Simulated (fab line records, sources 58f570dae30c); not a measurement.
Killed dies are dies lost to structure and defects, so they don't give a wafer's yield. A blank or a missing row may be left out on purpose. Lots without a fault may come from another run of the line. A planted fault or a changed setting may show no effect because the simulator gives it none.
fab line records | flow berkeley_cmos170
record lots=6 wafers=18 last_day=13
route steps=331 shown ZERO@13 NWELL@14
lots that met no fault: from a run of the same line without faults
start_h: hours from the record's first day to the start of the lot's first wafer shown | wait_h: hours since the lot's step before | " the same as in the row above | L1.1+2: a row that stands for several wafers | - no value, or no start given | * or withheld: withheld | < > ~ a bound
route shown NAME@n: a module of which the file shows steps, and the number in the route of the first | usual: mean/standard deviation of fault-free wafers | same: alike in all rows | chamber/n: place in a boat | sites: the reading at each site | _std_site: their standard deviation | _edge_site: outer sites' mean less inner sites' | radius_mm: how far each site lies from the wafer's centre | mask NAME#n: copy n | behind: the tool/chamber that last shaped the wafer | hold: why the lot was held/for how many hours/how that ended | device: the transistor (n, p or np) that didn't switch | end of line: the same wafers' tests at the end of the route | a step without rows: its recipe alone | killed: dies lost to structure and defects at the first sort, not the wafer's yield | map: a wafer's dies, x killed, . not, _ none there
set.NAME: the setting as run; set.NAME@STEP: as run at that earlier step | model.NAME: the simulator's own value behind a step, which no gauge read
lots at some steps of the route; a table a step, a row a wafer
services: from which hour (start_h, from the record's first day; less than 0 if before it) a tool's chamber was out of use, for how many hours, and why
## steps
# step UCB170_ZERO_STRIP_07
# recipe chemistry=O2 power_w=400 pressure_mtorr=3500 platen_temp_c=withheld o2_flow_sccm=400 overash_fraction=0.5
# usual drypump_motor_current_A=5.6/0.41 oes_product_au=0.727/0.0043 strip_time_to_endpoint_s=21.50/0.07
# columns lot.wafer tool chamber start_h wait_h drypump_motor_current_A oes_product_au rf_hours_counter_h strip_time_to_endpoint_s
L604.2 plasma_asher-03 1 24.18 0.0 5.6 0.723 17 21.54
L604.5 " 1 " " 5.6 0.728 - 21.56
L604.6 " 0 " " 5.4 0.721 - 21.54
L605.1 plasma_asher-03 1 32.94 0.0 5.6 0.732 18 21.41
L605.3 " 0 " " 5.4 0.722 - 21.48
L605.5 " 1 " " 5.6 0.727 - 21.49
L612.4 plasma_asher-02 1 72.37 0.0 6.6 0.727 - 21.45
L612.5 " 1 " " 6.6 0.729 - 21.45
L612.6 " 0 " " 5.2 0.732 - 21.55
L617.3 plasma_asher-02 0 90.98 0.0 5.2 0.730 - 21.46
L617.5 " 1 " " 6.5 0.726 - 21.53
L617.6 " 0 " " 5.2 0.721 - 21.45
L622.1 plasma_asher-04 1 119.32 0.0 5.7 0.722 0 21.51
L622.4 " 1 " " 5.6 0.731 - 21.51
L622.6 " 0 " " 5.4 0.722 - 21.55
L626.3 plasma_asher-03 0 137.53 0.0 5.4 0.718 - 21.47
L626.4 " 1 " " 5.6 0.728 - 21.53
L626.5 " 0 " " 5.4 0.727 - 21.57
# step UCB170_NWELL_WET_ETCH_00
# recipe chemistry=dHF dilution=25:1 target=SiO2 temp_c=25 time_s=200
# step UCB170_NWELL_OXIDATION_01
# recipe temp_c=1000 ambient=O2 target_thk_a=264 ox_time_s=1260
# step UCB170_NWELL_THK_MEAS_02
# recipe reads=SiO2_of_NWELL_OXIDATION_01
# usual NWELL_OXIDE_THK=26.6/0.42
# columns lot.wafer tool chamber start_h wait_h NWELL_OXIDE_THK[nm]
L604.2 film_metro-04 - 30.71 0.0 25.2
L604.5 " - " " 25.3
L604.6 " - " " 25.3
L605.1 film_metro-02 - 37.14 0.0 26.7
L605.3 " - " " 26.6
L605.5 " - " " 26.8
L612.4 film_metro-01 - 79.02 0.0 26.5
L612.5 " - " " 26.6
L612.6 " - " " 26.5
L617.3 film_metro-02 - 95.96 0.0 27.0
L617.5 " - " " 26.9
L617.6 " - " " 26.7
L622.1 film_metro-02 - 123.34 0.0 26.6
L622.4 " - " " 26.9
L622.6 " - " " 26.4
L626.3 film_metro-02 - 143.57 0.0 26.7
L626.4 " - " " 26.5
L626.5 " - " " 26.2
# step UCB170_NWELL_ANNEAL_03
# recipe temp_c=1000 time_s=900 ambient=N2
# step UCB170_NWELL_CVD_04
# recipe material=Si3N4 target_thk_nm=224 temp_c=800 precursor=SiH2Cl2/NH3 time_s=3360 pressure_mtorr=200 sih2cl2_flow_sccm=25 nh3_flow_sccm=75
# step UCB170_NWELL_THK_MEAS_05
# recipe reads=Si3N4_of_NWELL_CVD_04
# usual NWELL_NITRIDE_THK=222.4/1.9
# columns lot.wafer tool chamber start_h wait_h NWELL_NITRIDE_THK[nm]
L604.2 film_metro-01 - 38.70 0.0 223.4
L604.5 " - " " 222.4
L604.6 " - " " 221.2
L605.1 film_metro-04 - 46.53 0.0 224.3
L605.3 " - " " 222.3
L605.5 " - " " 223.2
L612.4 film_metro-01 - 91.05 0.1 223.5
L612.5 " - " " 223.3
L612.6 " - " " 223.2
L617.3 film_metro-02 - 103.21 0.0 226.3
L617.5 " - " " 225.3
L617.6 " - " " 226.0
L622.1 film_metro-02 - 133.16 0.0 222.5
L622.4 " - " " 222.9
L622.6 " - " " 221.8
L626.3 film_metro-04 - 152.51 0.0 220.6
L626.4 " - " " 220.4
L626.5 " - " " 219.4
# step UCB170_NWELL_HMDS_06
# recipe prime_time_s=60 prime_temp_c=100
# step UCB170_NWELL_COAT_07
# recipe resist=KrF spin_rpm=1500 resist_thk_nm=900
# step UCB170_NWELL_SOFTBAKE_08
# recipe resist=KrF temp_c=130 time_s=60
# step UCB170_NWELL_EXPOSE_09
# recipe mask_id=NWELL target_cd_nm=3000 na=0.5 sigma_outer=0.6 source_shape=conventional dose_mj=25
# step UCB170_NWELL_PEB_10
# recipe peb_temp_c=130 peb_time_s=withheld resist=KrF
# step UCB170_NWELL_DEVELOP_11
# recipe developer=TMAH develop_time_s=45 resist=KrF dev_temp_c=21
# usual chill_plate_temp_C=23.00/0.097 develop_time_s=45/0
# columns lot.wafer tool chamber start_h wait_h chill_plate_temp_C develop_time_s model.KrF_of_NWELL_COAT_07.thk_nm
L604.2 litho_track-03 0 40 - 23.02 45 890.5
L604.5 " 0 " " 23.03 45 890.8
L604.6 " 0 " " 22.98 45 891
L605.1 litho_track-01 0 47 - 23.06 45 885.6
L605.3 " 0 " " 23.08 45 886.4
L605.5 " 0 " " 23.00 45 886.1
L612.4 litho_track-02 - 93 - - - 900.7
L612.5 " - " " - - 900.1
L612.6 " - " " - - 901.6
L617.3 litho_track-03 - 104 - - - 901.1
L617.5 " - " " - - 898.8
L617.6 " - " " - - 901.7
L622.1 litho_track-01 0 135 - 22.80 45 887.8
L622.4 " 0 " " 23.04 45 889.3
L622.6 " 0 " " 22.87 45 887.9
L626.3 litho_track-01 0 153 - 23.02 45 892.4
L626.4 " 0 " " 22.95 45 892.5
L626.5 " 0 " " 22.91 45 890.7
# step UCB170_NWELL_OVL_MEAS_12
# usual NWELL_OVL=0/5.1
# columns lot.wafer tool chamber start_h wait_h NWELL_OVL[nm]
L604.2 overlay-02 - 40.65 - 13
L604.5 " - " " -3
L604.6 " - " " 0
L605.1 overlay-02 - 47.91 - -11
L605.3 " - " " 1
L605.5 " - " " -14
L612.4 overlay-02 - 93.58 - -
L612.5 " - " " -
L612.6 " - " " -
L617.3 overlay-01 - 104.25 - -
L617.5 " - " " -
L617.6 " - " " -
L622.1 overlay-01 - 135.74 - -1
L622.4 " - " " -8
L622.6 " - " " 1
L626.3 overlay-01 - 153.73 - 2
L626.4 " - " " 4
L626.5 " - " " -5
## services
# columns tool chamber start_h hours kind
plasma_asher-03 - 20.15 2.0 repair
plasma_asher-03 - 82.55 4.3 pm
plasma_asher-02 - 87.91 1.6 repair
plasma_asher-03 - 90.33 4.0 repair
plasma_asher-04 - 108.75 9.0 pm
plasma_asher-04 0 108.75 9.0 vent_cycle
plasma_asher-04 1 108.75 9.0 vent_cycle
plasma_asher-04 0 117.75 - clean
plasma_asher-04 1 117.75 - clean
plasma_asher-04 - 138.98 13.3 repair
plasma_asher-04 - 147.03 67.9 repair
## key
first_sign step=UCB170_NWELL_DEVELOP_11 reading=tool_record direction=missing
effect none on later readings
model_effect step=UCB170_NWELL_DEVELOP_11 value=KrF_of_NWELL_COAT_07.thk_nm without=886.5 struck=900.7
met_at UCB170_NWELL_DEVELOP_11
struck_wafers L612.4,L612.5,L612.6,L617.3,L617.5,L617.6
later_rows_left_out L612.4,L612.5,L612.6,L617.3,L617.5,L617.6
sort_left_out L612.4,L612.5,L612.6,L617.3,L617.5,L617.6
tester_left_out L612,L617
fault kind=skipped_step_whole tool=litho_track-02,litho_track-03 chamber=- onset_h=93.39 steps=UCB170_NWELL_DEVELOP_11 scope=struck_lots_only
# tester_left_out: of these lots the tester's yield and bins aren't shown, on N5 and GAA mostly nor the transistor test; their killed dies are dies lost to structure and defects alone, not to doping, threshold or leakage, so they don't give the yield
# sort_left_out: the simulated sort isn't trusted on such a fault, so these wafers' sort isn't shown, and their yield isn't known
# later_rows_left_out: the simulator's readings of these wafers behind a module that went badly wrong aren't trusted and aren't shown, but for the sort
